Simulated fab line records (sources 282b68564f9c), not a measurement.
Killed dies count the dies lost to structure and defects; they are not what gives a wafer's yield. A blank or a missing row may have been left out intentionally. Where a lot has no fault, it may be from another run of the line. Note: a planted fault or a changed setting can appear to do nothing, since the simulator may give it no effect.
Problem report in the 8D (eight disciplines) form, filled by code / flow rit_cmos / the parts of the form that need people (team, actions taken, sign-off) are left out

## 1. WHAT WENT WRONG
At RIT_M1_ANNEAL_15, tube_center_temp_C averages 390 C over 12 wafers from 4 lots, while fault-free wafers read 450 C, standard deviation 0.04. That is -99 or more standard deviations from the usual mean.
The step: time 1800 s.
Seen first at day 4 20:45 on furnace-02, wafer L341.3. At this step, 39 wafers from 13 lots have a number in the record. The rule behind "out" and "out of limits": a value lying over 4 standard deviations away from the usual mean. All remaining wafers that have a number are taken as sound.

## 2. WHAT IT IS; WHAT IT IS NOT
question=which readings at this step | is=tube_center_temp_C, spike_tc_centre_C, spike_tc_load_C, spike_tc_source_C, tube_center_temp_C_max, zone_power_centre_pct, zone_power_load_pct, zone_power_source_pct | is not=-
question=which lots | is=L341, L342, L343, L344 | is not=L335, L336, L337, L338, L339, L340, L356, L357, L358
question=which wafers of those lots | is=all that have a number | is not=-
question=read on which tools | is=furnace-02 | is not=-
question=when | is=from day 4 20:45 | is not=up to then (18 sound wafers); but 9 sound wafers of L356, L357, L358 came after

## 3. SUSPECTS, AND WHAT RULES EACH OUT
Counting: any tool at a process step up to the reading is kept as a suspect provided that every lot that is out went through it and no sound lot did after the first of them.
- furnace-02 at RIT_M1_ANNEAL_15 (time 1800 s): ruled out as a lasting fault. After its first lot that is out, L341 (day 4 20:45), sound lots L356, L357, L358 ran on it.
Left after counting: nothing in the record.

## 4. THE CAUSE (what the simulator had put in)
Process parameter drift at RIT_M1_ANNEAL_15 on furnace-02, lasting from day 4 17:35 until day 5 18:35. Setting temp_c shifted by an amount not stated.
Counting ruled it out, wrongly.

## 5. THE EFFECT CHAIN, in route order
Each row: a reading whose mean over the struck wafers that have a number lies more than 3 standard deviations from the usual. Readings are gone through only where the record gives a usual standard deviation; hours: the median, over the lots, of the time from a lot's start at the first step in this table giving one to that lot's start at this step; sigmas: the change measured in usual standard deviations.
hours=0; step=RIT_M1_ANNEAL_15; reading=spike_tc_centre_C; usual=454.2 C; on struck wafers=394.0; change=-60.2; sigmas=-63
hours=0; step=RIT_M1_ANNEAL_15; reading=spike_tc_load_C; usual=464.1 C; on struck wafers=403.2; change=-60.9; sigmas=-55
hours=0; step=RIT_M1_ANNEAL_15; reading=spike_tc_source_C; usual=461.7 C; on struck wafers=400.8; change=-60.9; sigmas=-63
hours=0; step=RIT_M1_ANNEAL_15; reading=tube_center_temp_C; usual=450 C; on struck wafers=390; change=-60; sigmas=-99 or more
hours=0; step=RIT_M1_ANNEAL_15; reading=tube_center_temp_C_max; usual=451.15; on struck wafers=391.10; change=-60.05; sigmas=-99 or more
hours=0; step=RIT_M1_ANNEAL_15; reading=zone_power_centre_pct; usual=19.53 %; on struck wafers=16.65; change=-2.88; sigmas=-14
hours=0; step=RIT_M1_ANNEAL_15; reading=zone_power_load_pct; usual=6.20 %; on struck wafers=4.89; change=-1.31; sigmas=-20
hours=0; step=RIT_M1_ANNEAL_15; reading=zone_power_source_pct; usual=6.22 %; on struck wafers=4.88; change=-1.34; sigmas=-23
Process steps it contains:
- RIT_M1_ANNEAL_15: time 1800 s.

## 6. WHAT WOULD HAVE CAUGHT IT SOONER
The fault began at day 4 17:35; the first out-of-limits reading in this record came at day 4 20:45, 3 hours later.
